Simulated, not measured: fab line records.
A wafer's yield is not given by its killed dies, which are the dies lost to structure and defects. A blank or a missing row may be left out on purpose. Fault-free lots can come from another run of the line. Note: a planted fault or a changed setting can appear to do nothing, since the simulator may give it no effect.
A lot that was struck, set against a sound lot || flow rit-cmos || 15 out of 202 route steps
Sound: these wafers, L437.2, L437.4, L437.5. Struck: wafers L451.2, L451.3, L451.5. Last of all comes the cause.
Per side, at each step with rows, come the tool, then ch with its chambers, and then its first start. Under that, the readings that differ: sound wafers || struck wafers || difference of the means || sigmas: that difference in standard deviations of wafers without a fault.
alike: words and numbers the same on both sides, and readings whose means are apart by under 2 such deviations; not compared: readings that were withheld, readings missing a value for some wafer, numbers with overlapping values and no deviation given by the record, and bounds like >300 which may hide the same value.
The two part at a step that has a row with sigmas, a row that says differs or no value, or rows on one side only. When numbers do not overlap yet have no deviation, they are printed without sigmas and do not part them. Lack of a reading on every wafer of one side parts them only where that side has two or more wafers.

RIT_M1_SPUTTER_00: material Al, target thk 400 nm, time 488.3 s.
  sound on pvd-sputter-04, day 4 12:10; struck on pvd-sputter-04, day 7 05:43
  alike: throttle-valve-pct
RIT_M1_RS_MEAS_01: uses a four-point probe to measure.
  sound on film-metro-04, day 4 12:31; struck on film-metro-02, day 7 06:02
  alike: M1_AL_RS
RIT_M1_THK_MEAS_02: measures by xrf.
  sound on film-metro-04, day 4 12:37; struck on film-metro-02, day 7 06:08
  alike: M1_AL_THK
then, 6 steps without rows for these wafers: RIT_M1_HMDS_03 (prime time 60 s); RIT_M1_COAT_04 (resist thk 1300 nm); RIT_M1_SOFTBAKE_05 (time 60 s); RIT_M1_EXPOSE_06 (exposes mask M12, target cd 2600 nm); RIT_M1_PEB_07; RIT_M1_DEVELOP_08 (develop time 70.99 s).
RIT_M1_CD_MEAS_09 targets a cd of 2600 nm.
  sound on cd-sem-01, day 4 13:34; struck on cd-sem-01, day 7 07:05
  alike: cd-nm
RIT_M1_OVL_MEAS_10:
  sound on overlay-01, day 4 13:41; struck on overlay-01, day 7 07:12
{"reading": "M1_OVL (nm)", "sound": "-1.3 -0.3 -0.6", "struck": "3.2 2.2 1.1", "difference": "+2.9", "sigmas": "+2"}
then, 1 step without rows for these wafers: RIT_M1_HARDBAKE_11 (time 120 s).
RIT_M1_METAL_ETCH_12: etches Al in Cl2/BCl3, stops on SiO2, time 165 s, target depth 600 nm.
  sound on rie-metal-01 ch 0,1, day 4 13:58; struck on rie-metal-03 ch 0,1, day 7 07:29
{"reading": "drypump-motor-current-A (A)", "sound": "5.5 4.9 4.9", "struck": "6.3 5.7 6.3", "difference": "+1.0", "sigmas": "+2"}
{"reading": "rf-fwd-power-W (W)", "sound": "248.8 248.3 249.4", "struck": "219.5 219.6 219.8", "difference": -29.2, "sigmas": -37}
{"reading": "model.NOVOLAK_of_M1_COAT_04.thk-nm (nm)", "sound": "817.5 805.2 809.4", "struck": "834.3 859.1 831.9", "difference": "+31.1", "sigmas": ""}
  alike: oes-product-au, throttle-valve-pct
  not compared: rf-hours-counter-h
then, 1 step without rows for these wafers: RIT_M1_STRIP_13 (strips in nmp, time 600 s).
RIT_M1_PROBE_99:
  sound on prober-01, day 4 16:16; struck on prober-01, day 7 09:48
  alike: defect-limited-yield, killed-at-front-end, killed-dies, killed-open, killed-short, sort_bin_3_pad_short, sort_bin_5_function, sort_bin_6_memory, sort-n-pass, sort-yield-pct
  not compared: model.etest.antenna-m1.vt-shift-v

== WHERE THEY PART ==
First at RIT_M1_OVL_MEAS_10; last, within this record, at RIT_M1_METAL_ETCH_12. Later steps at which nothing parts them and some readings are alike: RIT_M1_PROBE_99.

WHY: what had been put in by the simulator
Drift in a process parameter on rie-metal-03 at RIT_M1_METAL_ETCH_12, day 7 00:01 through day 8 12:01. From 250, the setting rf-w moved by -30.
